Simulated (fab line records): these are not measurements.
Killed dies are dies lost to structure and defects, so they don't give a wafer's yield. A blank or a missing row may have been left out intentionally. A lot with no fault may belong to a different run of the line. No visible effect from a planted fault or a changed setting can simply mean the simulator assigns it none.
Which tool is to blame? ; flow ritCmos ; Sampling: 14 lots, 42 wafers, 3 of 202 route steps

## WHAT THE GAUGES SHOWED, per wafer
RIT_ACTIVE_CD_MEAS_90: target cd 1400 nm. Usual: cdNm at 1399.7 nm, with a standard deviation of 2.4.
lot;measured;on;cdNm (nm);flag
L648;day 1 16:28;cdSem-02;1401.2 1401.3 1403.3;
L649;day 1 20:13;cdSem-01;1401.4 1400.6 1401.2;
L650;day 2 01:03;cdSem-02;1398.8 1396.0 1395.8;
L652;day 2 11:11;cdSem-02;1399.4 1400.5 1398.3;
L653;day 2 16:08;cdSem-02;1396.4 1394.6 1397.2;
L654;day 2 21:08;cdSem-01;1396.0 1394.1 1396.8;
L655;day 3 02:43;cdSem-02;1401.7 1400.9 1402.3;
L656;day 3 07:01;cdSem-01;1402.3 1404.4 1402.1;
L657;day 3 12:20;cdSem-02;1399.6 1401.5 1399.2;
L658;day 3 17:13;cdSem-01;1399.1 1400.3 1399.9;
L665;day 5 04:04;cdSem-02;1402.3 1402.7 1401.6;
L667;day 5 14:08;cdSem-01;1399.5 1401.2 1401.3;
L669;day 6 00:08;cdSem-01;1400.3 1400.0 1400.8;
L671;day 6 10:10;cdSem-02;1399.8 1398.6 1397.5;

RIT_NWELL_OVL_MEAS_06. Usual: NWELL_OVL -0.4 nm, standard deviation 1.4.
lot;measured;on;NWELL_OVL (nm);flag
L648;day 1 23:44;overlay-02;-0.8 -0.7 -1.9;
L649;day 2 01:47;overlay-01;-1.4 -0.4 -0.7;
L650;day 2 07:58;overlay-02;0.8 -0.6 -1.7;
L652;day 2 16:20;overlay-01;-0.5 -0.4 0.2;
L653;day 3 00:31;overlay-01;-0.5 -0.4 -0.6;
L654;day 3 03:31;overlay-01;3.0 2.9 4.6;
L655;day 3 08:05;overlay-02;-1.9 -0.4 -0.5;
L656;day 3 13:44;overlay-01;-2.6 -0.6 -1.4;
L657;day 3 17:46;overlay-02;-1.2 -2.7 -1.3;
L658;day 3 22:37;overlay-01;-0.5 0.9 -1.0;
L665;day 5 09:09;overlay-01;2.2 1.8 1.0;
L667;day 5 19:38;overlay-01;0.4 -2.3 -1.5;
L669;day 6 06:04;overlay-02;0.3 0.8 0.4;
L671;day 6 15:40;overlay-01;-0.7 1.0 -2.7;

## WHICH TOOL RAN EACH LOT (tool, then ch and the chambers of the sampled wafers, then the start)
lot;RIT_ACTIVE_STRIP_14
L648;plasmaAsher-01 ch 0,1, day 1 16:18
L649;plasmaAsher-02 ch 0,1, day 1 20:02
L650;plasmaAsher-01 ch 0,1, day 2 00:51
L652;plasmaAsher-04 ch 0,1, day 2 11:01
L653;plasmaAsher-02 ch 0,1, day 2 15:58
L654;plasmaAsher-02 ch 0,1, day 2 20:58
L655;plasmaAsher-04 ch 0,1, day 3 02:32
L656;plasmaAsher-02 ch 0,1, day 3 06:50
L657;plasmaAsher-04 ch 0,1, day 3 12:11
L658;plasmaAsher-02 ch 0, day 3 17:02
L665;plasmaAsher-04 ch 0,1, day 5 03:54
L667;plasmaAsher-02 ch 0,1, day 5 13:58
L669;plasmaAsher-01 ch 0,1, day 5 23:58
L671;plasmaAsher-02 ch 1, day 6 09:58
- RIT_ACTIVE_STRIP_14: strips in O2, time 180 s.

## WHAT THE TOOLS THEMSELVES READ (means of the sampled wafers that have a number; where no wafer has one, the mark that the record gives instead)
RIT_ACTIVE_STRIP_14. Usual: drypumpMotorCurrentA at 5.5 A, with a standard deviation of 0.31.
lot;tool;drypumpMotorCurrentA (A);flag
L648;plasmaAsher-01;5.5;
L649;plasmaAsher-02;5.4;
L650;plasmaAsher-01;5.2;
L652;plasmaAsher-04;5.7;
L653;plasmaAsher-02;5.6;
L654;plasmaAsher-02;5.4;
L655;plasmaAsher-04;5.7;
L656;plasmaAsher-02;5.4;
L657;plasmaAsher-04;5.6;
L658;plasmaAsher-02;5.3;
L665;plasmaAsher-04;5.7;
L667;plasmaAsher-02;5.4;
L669;plasmaAsher-01;5.2;
L671;plasmaAsher-02;5.7;

## THE ANSWER, worked out from the rows above alone
Rule: take the mean of a lot's wafers that have a number; if it is more than 3 standard deviations from the usual mean, the lot is off. Also off: a lot with no number at a reading for which 4 or more lots have one. The other lots that the step has rows for count as sound. Order of review: gauges by route order, followed by the tools' own readings, for which a lot's mean as printed above is used. At the first step where some lot is off, the reading lying furthest off is the one used; lots without a number count as furthest.
No lot is off at any reading shown: from this, nothing can be told.

## WHAT WAS PUT IN BY THE SIMULATOR
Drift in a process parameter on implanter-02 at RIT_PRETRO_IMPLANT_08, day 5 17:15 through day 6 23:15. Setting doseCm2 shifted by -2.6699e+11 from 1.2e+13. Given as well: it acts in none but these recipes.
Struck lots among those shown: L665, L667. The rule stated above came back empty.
